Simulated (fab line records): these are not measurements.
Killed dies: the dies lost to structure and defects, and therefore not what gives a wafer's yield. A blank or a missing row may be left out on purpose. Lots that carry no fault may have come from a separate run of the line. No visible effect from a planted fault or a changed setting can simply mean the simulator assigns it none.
Problem report, 8D (eight disciplines) form, completed by code    flow berkeleyCmos170    the parts of the form that need people (team, actions taken, sign-off) are left out

## 1. WHAT WENT WRONG
At UCB170_M3_COAT_09, spinSpeedRpm averages 2505.8 rpm over 6 wafers from 2 lots, while fault-free wafers read 2999.9 rpm, standard deviation 1.8. That is -99 or more standard deviations from the usual mean.
Earliest sighting: wafer L557.2 on lithoTrack-03 at day 8 11:47. The record has a number at this step for 36 wafers belonging to 12 lots. Rule for "out" (also "out of limits"): further than 4 standard deviations from the usual mean. All remaining wafers that have a number are taken as sound.

## 2. WHAT IT IS, AND WHAT IT ISN'T
question                     is                      is not
which readings at this step  spinSpeedRpm            -
which lots                   L557, L562              L552, L553, L554, L555, L556, L566, L572, L573, L574, L575
which wafers of those lots   all that have a number  -
read on which tools          lithoTrack-03           lithoTrack-02, lithoTrack-04
when                         from day 8 11:47        up to then (15 sound wafers); but 15 sound wafers of L566, L572, L573, L574, L575 came after

## 3. THE SUSPECTS, EACH WITH WHAT RULES IT OUT
Counting: a tool stays on the suspect list if, at a process step up to the reading, it processed all lots that are out and no sound lot following the first of them.
- plasmaAsher-01 at UCB170_V2_STRIP_15 (strips in O2): ruled out as a lasting fault. After its first lot that is out, L557 (day 8 09:50), sound lots L566, L573 ran on it.
- lithoTrack-03 at UCB170_M3_COAT_09: kept. All lots that are out passed through it, beginning with L557 at day 8 11:47, and no sound lot followed; its final sound lot before that point was L555 at day 8 07:06. Its own spinSpeedRpm readings are out on those wafers.
After counting, what remains is lithoTrack-03 at UCB170_M3_COAT_09.

## 4. THE CAUSE (what the simulator had put in)
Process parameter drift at UCB170_M3_COAT_09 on lithoTrack-03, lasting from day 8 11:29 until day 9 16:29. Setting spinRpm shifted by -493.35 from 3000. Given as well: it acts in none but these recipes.
Counting left only this tool.

## 5. THE CHAIN OF EFFECTS, in route order
Each row: a reading where the mean over the struck wafers with a number is more than 3 standard deviations away from the usual. Readings are gone through only where the record gives a usual standard deviation; hours: the median, over the lots, of the time from a lot's start at the first step in this table giving one to that lot's start at this step; sigmas: the change measured in usual standard deviations.
hours  step               reading       usual       on struck wafers  change  sigmas
0      UCB170_M3_COAT_09  spinSpeedRpm  2999.9 rpm  2505.8            -494.1  -99 or more
Its process steps:
- UCB170_M3_COAT_09

## 6. WHAT WOULD HAVE CAUGHT IT SOONER
In this record no reading fell out of limits until day 8 11:47, 0 hours after the fault had begun at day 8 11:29.
